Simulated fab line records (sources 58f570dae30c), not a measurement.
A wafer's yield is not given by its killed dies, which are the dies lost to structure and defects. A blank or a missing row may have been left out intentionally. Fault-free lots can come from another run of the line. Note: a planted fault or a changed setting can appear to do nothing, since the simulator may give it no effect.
A lot that was struck, set against a sound lot + flow berkeleyCmos170 + 15 steps out of a route of 331
Sound: these wafers, L748.3, L748.5, L748.6. Struck: wafer L761.1 (L761.2, L761.5, from the same lot, were not struck and are left out); the cause is given at the end.
For every step that has rows: the tool of each side, followed by ch and its chambers, followed by its first start. Under that, the readings that differ: sound wafers + struck wafers + difference of the means + sigmas: that difference in standard deviations of wafers without a fault.
alike: readings whose means differ by less than 2 such deviations, and words and numbers that are the same on both sides. not compared: withheld readings, readings that some wafer has no value for, bounds like >300 that may hide the same value, and numbers for which the record gives no deviation and whose values overlap.
A row with sigmas, a row that says differs or no value, or rows on one side alone: a step with any of these is where the two part. Numbers that have no deviation but don't overlap get no sigmas and don't part them. Lack of a reading on every wafer of one side parts them only where that side has two or more wafers.

UCB170_M1_SPUTTER_00: material Al, target thk 600 nm, time 80 s.
  sound: pvdSputter-01 at day 8 03:28; struck: pvdSputter-03 at day 11 01:26
| reading                | sound                | struck | difference | sigmas |
|------------------------|----------------------|--------|------------|--------|
| chamberPressurePa (Pa) | 0.5017 0.5002 0.5036 | 0.4979 | -0.0039    | -3     |
  alike: throttleValvePct
UCB170_M1_RS_MEAS_01: measures by four-point-probe.
  sound: filmMetro-03 at day 8 03:34; struck: filmMetro-02 at day 11 01:29
  alike: M1_AL_RS
UCB170_M1_THK_MEAS_02: measures by xrf.
  sound: filmMetro-03 at day 8 03:40; struck: filmMetro-02 at day 11 01:37
  alike: M1_AL_THK
then, 6 steps without rows for these wafers: UCB170_M1_COAT_03; UCB170_M1_COAT_04 (resist thk 900 nm); UCB170_M1_SOFTBAKE_05 (time 60 s); UCB170_M1_EXPOSE_06 (exposes mask METAL1, target cd 700 nm); UCB170_M1_PEB_07; UCB170_M1_DEVELOP_08 (develop time 45.92 s).
UCB170_M1_CD_MEAS_09 targets a cd of 700 nm.
  sound: cdSem-01 at day 8 04:36; struck: cdSem-02 at day 11 02:38
  alike: cdNm
UCB170_M1_OVL_MEAS_10:
  sound: overlay-02 at day 8 04:41; struck: overlay-02 at day 11 02:46
  alike: M1_OVL
UCB170_M1_ETCH_11: etches BARC in N2/H2.
  sound on rieDiel-02 ch 0,1,3, day 8 04:43; struck on rieDiel-02 ch 0, day 11 02:47
  alike: drypumpMotorCurrentA, oesProductAu, throttleValvePct
UCB170_M1_METAL_ETCH_12: etches Al in Cl2/BCl3, stops on PSG, target depth 780 nm, time 132.9 s.
  sound on rieMetal-01 ch 0,1, day 8 04:48; struck on rieMetal-01 ch 1, day 11 02:50
| reading                            | sound             | struck | difference                   | sigmas |
|------------------------------------|-------------------|--------|------------------------------|--------|
| oesProductAu (a.u.)                | 0.847 0.844 0.843 | 0.870  | +0.025                       | +2     |
| rfHoursCounterH (h)                | - - -             | 11     | no value on the sound wafers |        |
| model.KrF_of_M1_COAT_04.thkNm (nm) | 416.5 419.9 416   | 448.6  | +31.1                        |        |
  alike: drypumpMotorCurrentA, throttleValvePct
UCB170_M1_STRIP_13: strips in O2.
  sound on plasmaAsher-02 ch 0,1, day 8 04:55; struck on plasmaAsher-04 ch 1, day 11 02:58
| reading             | sound | struck | difference                   | sigmas |
|---------------------|-------|--------|------------------------------|--------|
| rfHoursCounterH (h) | - - - | 55     | no value on the sound wafers |        |
  alike: drypumpMotorCurrentA, oesProductAu
UCB170_M3_PROBE_99:
  the record has rows for the struck wafers here (prober-01, day 11 14:51) and none for the sound ones

WHERE THEY PART
At UCB170_M1_SPUTTER_00 first; at UCB170_M3_PROBE_99 last (within this record only).

WHY: what the simulator had put in
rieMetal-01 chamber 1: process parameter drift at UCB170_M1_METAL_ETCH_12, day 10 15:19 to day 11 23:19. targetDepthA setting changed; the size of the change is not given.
